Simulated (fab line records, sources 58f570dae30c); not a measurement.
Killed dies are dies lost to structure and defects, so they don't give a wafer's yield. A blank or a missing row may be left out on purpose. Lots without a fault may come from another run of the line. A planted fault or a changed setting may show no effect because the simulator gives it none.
Which tool did it? | flow berkeley_cmos170 | 13 lots, 39 wafers sampled, at 6 steps of a route of 331

WHAT THE GAUGES READ, wafer by wafer
UCB170_M2_RS_MEAS_02: measures by four-point-probe. Usual: M2_AL_RS 0.0321 ohm/sq, standard deviation 0.00033.
lot  | measured     | on            | M2_AL_RS (ohm/sq)    | flag
L239 | day 8 08:43  | film_metro-04 | 0.0323 0.0320 0.0325 |
L241 | day 8 20:36  | film_metro-03 | 0.0325 0.0324 0.0321 |
L240 | day 8 20:52  | film_metro-04 | 0.0326 0.0327 0.0323 |
L243 | day 8 21:08  | film_metro-03 | 0.0321 0.0319 0.0320 |
L242 | day 8 21:29  | film_metro-02 | 0.0329 0.0326 0.0332 |
L245 | day 9 09:08  | film_metro-03 | 0.0318 0.0317 0.0319 |
L244 | day 9 10:26  | film_metro-04 | 0.0326 0.0320 0.0321 |
L250 | day 10 21:49 | film_metro-02 | 0.0321 0.0324 0.0322 |
L255 | day 11 09:38 | film_metro-04 | 0.0326 0.0318 0.0321 |
L256 | day 11 18:38 | film_metro-03 | 0.0324 0.0326 0.0325 |
L258 | day 12 02:30 | film_metro-02 | 0.0318 0.0319 0.0319 |
L259 | day 12 03:38 | film_metro-03 | 0.0324 0.0321 0.0323 |
L261 | day 12 23:18 | film_metro-04 | 0.0324 0.0324 0.0324 |

UCB170_V2_BOW_MEAS_03. Usual: V2_BOW 37 um, standard deviation 7.3.
lot  | measured     | on            | V2_BOW (um) | flag
L239 | day 8 12:16  | film_metro-02 | 40 40 41    |
L241 | day 8 23:38  | film_metro-02 | 43 34 33    |
L240 | day 9 00:07  | film_metro-02 | 39 31 37    |
L243 | day 9 00:15  | film_metro-04 | 37 41 45    |
L242 | day 9 00:31  | film_metro-01 | 38 39 43    |
L245 | day 9 12:01  | film_metro-04 | 30 33 26    |
L244 | day 9 13:35  | film_metro-01 | 36 38 37    |
L250 | day 11 01:20 | film_metro-01 | 51 34 41    |
L255 | day 11 14:10 | film_metro-02 | 47 35 39    |
L256 | day 11 22:12 | film_metro-01 | 41 30 34    |
L258 | day 12 06:33 | film_metro-01 | 44 34 28    |
L259 | day 12 08:50 | film_metro-04 | 39 32 42    |
L261 | day 13 03:58 | film_metro-01 | 38 38 43    |

UCB170_M3_RS_MEAS_02: measures by four-point-probe. Usual: M3_AL_RS 0.0322 ohm/sq, standard deviation 0.00036.
lot  | measured     | on            | M3_AL_RS (ohm/sq)    | flag
L239 | day 8 14:50  | film_metro-02 | 0.0323 0.0322 0.0322 |
L241 | day 9 01:34  | film_metro-03 | 0.0327 0.0324 0.0323 |
L240 | day 9 02:17  | film_metro-02 | 0.0323 0.0327 0.0322 |
L243 | day 9 02:25  | film_metro-01 | 0.0330 0.0327 0.0321 |
L242 | day 9 02:35  | film_metro-03 | 0.0321 0.0319 0.0319 |
L245 | day 9 13:56  | film_metro-02 | 0.0323 0.0327 0.0329 |
L244 | day 9 16:46  | film_metro-01 | 0.0321 0.0321 0.0325 |
L250 | day 11 03:58 | film_metro-02 | 0.0324 0.0327 0.0307 |
L255 | day 11 16:12 | film_metro-03 | 0.0303 0.0324 0.0325 |
L256 | day 12 00:07 | film_metro-02 | 0.0320 0.0319 0.0321 |
L258 | day 12 09:31 | film_metro-03 | 0.0319 0.0320 0.0316 |
L259 | day 12 10:58 | film_metro-02 | 0.0324 0.0322 0.0328 |
L261 | day 13 05:54 | film_metro-01 | 0.0326 0.0320 0.0325 |

UCB170_M3_THK_MEAS_03: measures by xrf. Usual: M3_AL_THK 901 nm, standard deviation 11.
lot  | measured     | on            | M3_AL_THK (nm) | flag
L239 | day 8 14:58  | film_metro-02 | 897 902 905    |
L241 | day 9 01:40  | film_metro-03 | 893 894 897    |
L240 | day 9 02:24  | film_metro-02 | 895 884 894    |
L243 | day 9 02:31  | film_metro-01 | 884 895 912    |
L242 | day 9 02:41  | film_metro-03 | 905 909 908    |
L245 | day 9 14:03  | film_metro-02 | 890 884 880    |
L244 | day 9 16:53  | film_metro-01 | 908 905 899    |
L250 | day 11 04:04 | film_metro-02 | 897 886 932    |
L255 | day 11 16:19 | film_metro-03 | 939 890 886    |
L256 | day 12 00:12 | film_metro-02 | 904 899 900    |
L258 | day 12 09:38 | film_metro-03 | 913 908 923    |
L259 | day 12 11:05 | film_metro-02 | 885 896 877    |
L261 | day 13 06:01 | film_metro-01 | 897 906 897    |

WHICH TOOL RAN EACH LOT (tool, then ch and the chambers of the sampled wafers, then the start)
lot  | UCB170_V1_ETCH_14                  | UCB170_M3_SPUTTER_01
L239 | rie_diel-04 ch 0,1,2, day 8 08:10  | pvd_sputter-01, day 8 14:46
L241 | rie_diel-04 ch 1,2,3, day 8 20:01  | pvd_sputter-01, day 9 01:26
L240 | rie_diel-02 ch 2,3, day 8 20:17    | pvd_sputter-04, day 9 02:11
L243 | rie_diel-01 ch 1,3, day 8 20:34    | pvd_sputter-01, day 9 02:19
L242 | rie_diel-04 ch 0,1,2, day 8 20:54  | pvd_sputter-04, day 9 02:28
L245 | rie_diel-01 ch 2,3, day 9 08:35    | pvd_sputter-01, day 9 13:51
L244 | rie_diel-02 ch 0,1, day 9 09:53    | pvd_sputter-02, day 9 16:41
L250 | rie_diel-04 ch 0,1,3, day 10 21:14 | pvd_sputter-02, day 11 03:52
L255 | rie_diel-01 ch 0,1,3, day 11 09:05 | pvd_sputter-02, day 11 16:07
L256 | rie_diel-04 ch 2,3, day 11 18:01   | pvd_sputter-04, day 11 23:58
L258 | rie_diel-04 ch 0,2, day 12 01:57   | pvd_sputter-04, day 12 09:26
L259 | rie_diel-04 ch 0,2, day 12 03:05   | pvd_sputter-01, day 12 10:53
L261 | rie_diel-02 ch 0,1,2, day 12 22:44 | pvd_sputter-01, day 13 05:48
- UCB170_V1_ETCH_14: etches SiO2 in CHF3/CF4/Ar, stops on Al, target depth 1250 nm, time 291 s.
- UCB170_M3_SPUTTER_01: material Al, target thk 900 nm, time 120 s.

WHAT THE TOOLS THEMSELVES READ (means of the sampled wafers that have a number; where no wafer has one, the mark that the record gives instead)
UCB170_V1_ETCH_14. Usual: drypump_motor_current_A 5.49 A, standard deviation 0.23; oes_product_au 0.868 a.u., standard deviation 0.015; rf_fwd_power_W 705.1 W, standard deviation 2.1; throttle_valve_pct 6.98 %, standard deviation 0.076.
lot  | tool        | drypump_motor_current_A (A) | oes_product_au (a.u.) | rf_fwd_power_W (W) | throttle_valve_pct (%) | flag
L239 | rie_diel-04 | 5.44                        | 0.878                 | 704.0              | 7.02                   |
L241 | rie_diel-04 | 5.38                        | 0.871                 | 705.2              | 6.97                   |
L240 | rie_diel-02 | 5.45                        | 0.851                 | 704.3              | 6.93                   |
L243 | rie_diel-01 | 5.66                        | 0.859                 | 704.8              | 7.06                   |
L242 | rie_diel-04 | 5.45                        | 0.879                 | 705.2              | 7.03                   |
L245 | rie_diel-01 | 5.69                        | 0.860                 | 707.2              | 6.99                   |
L244 | rie_diel-02 | 5.60                        | 0.858                 | 706.7              | 6.94                   |
L250 | rie_diel-04 | 5.51                        | 0.875                 | 704.6              | 7.03                   |
L255 | rie_diel-01 | 5.60                        | 0.865                 | 706.2              | 6.98                   |
L256 | rie_diel-04 | 5.19                        | 0.876                 | 703.4              | 6.93                   |
L258 | rie_diel-04 | 5.23                        | 0.884                 | 705.2              | 6.97                   |
L259 | rie_diel-04 | 5.25                        | 0.885                 | 705.8              | 6.98                   |
L261 | rie_diel-02 | 5.42                        | 0.862                 | 704.6              | 6.98                   |

UCB170_M3_SPUTTER_01. Usual: chamber_pressure_pa 0.5000 Pa, standard deviation 0.0011; throttle_valve_pct 29.6 %, standard deviation 0.83.
lot  | tool           | chamber_pressure_pa (Pa) | throttle_valve_pct (%) | flag
L239 | pvd_sputter-01 | 0.4995                   | 29.0                   |
L241 | pvd_sputter-01 | 0.5004                   | 29.5                   |
L240 | pvd_sputter-04 | 0.5010                   | 30.3                   |
L243 | pvd_sputter-01 | 0.4996                   | 29.4                   |
L242 | pvd_sputter-04 | 0.4996                   | 29.9                   |
L245 | pvd_sputter-01 | 0.5005                   | 29.1                   |
L244 | pvd_sputter-02 | 0.5000                   | 29.0                   |
L250 | pvd_sputter-02 | 0.4708                   | 30.3                   | OFF
L255 | pvd_sputter-02 | 0.4699                   | 29.8                   | OFF
L256 | pvd_sputter-04 | 0.5000                   | 30.5                   |
L258 | pvd_sputter-04 | 0.5003                   | 30.4                   |
L259 | pvd_sputter-01 | 0.5008                   | 29.4                   |
L261 | pvd_sputter-01 | 0.4999                   | 29.7                   |

THE ANSWER, worked out from the rows above alone
Rule: a lot is off if the mean of its wafers that have a number lies more than 3 standard deviations from the usual mean. A lot without any number at a reading at which 4 lots or more have one is off too. The other lots that the step has rows for count as sound. The gauges are gone through in route order, then the tools' own readings, and for those a lot's mean is taken as printed above. The first step at which some lot is off is used, and at that step the reading that is off furthest; a lot without a number counts as furthest.
Off: L250, L255, at UCB170_M3_SPUTTER_01 (chamber_pressure_pa).
A tool fits if, at that step or a process step before it, it ran every lot that is off, and no sound lot after the first of them. One fits: pvd_sputter-02 at UCB170_M3_SPUTTER_01. Its last sound lot is L244 (day 9 16:41), its first lot that is off L250 (day 11 03:52): a fault that began between those two fits.
The tool's own readings at UCB170_M3_SPUTTER_01 bear it out: on the lots that are off they differ by more than 5 times the standard deviation of the sound lots' means. chamber_pressure_pa reads 0.4703 Pa there against 0.5001 Pa on the sound lots.

WHAT THE SIMULATOR HAD PUT IN
Process parameter drift: pvd_sputter-02, from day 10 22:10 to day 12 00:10, at UCB170_M3_SPUTTER_01. Setting chamber_pressure_pa, moved by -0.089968, from 0.5. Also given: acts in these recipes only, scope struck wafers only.
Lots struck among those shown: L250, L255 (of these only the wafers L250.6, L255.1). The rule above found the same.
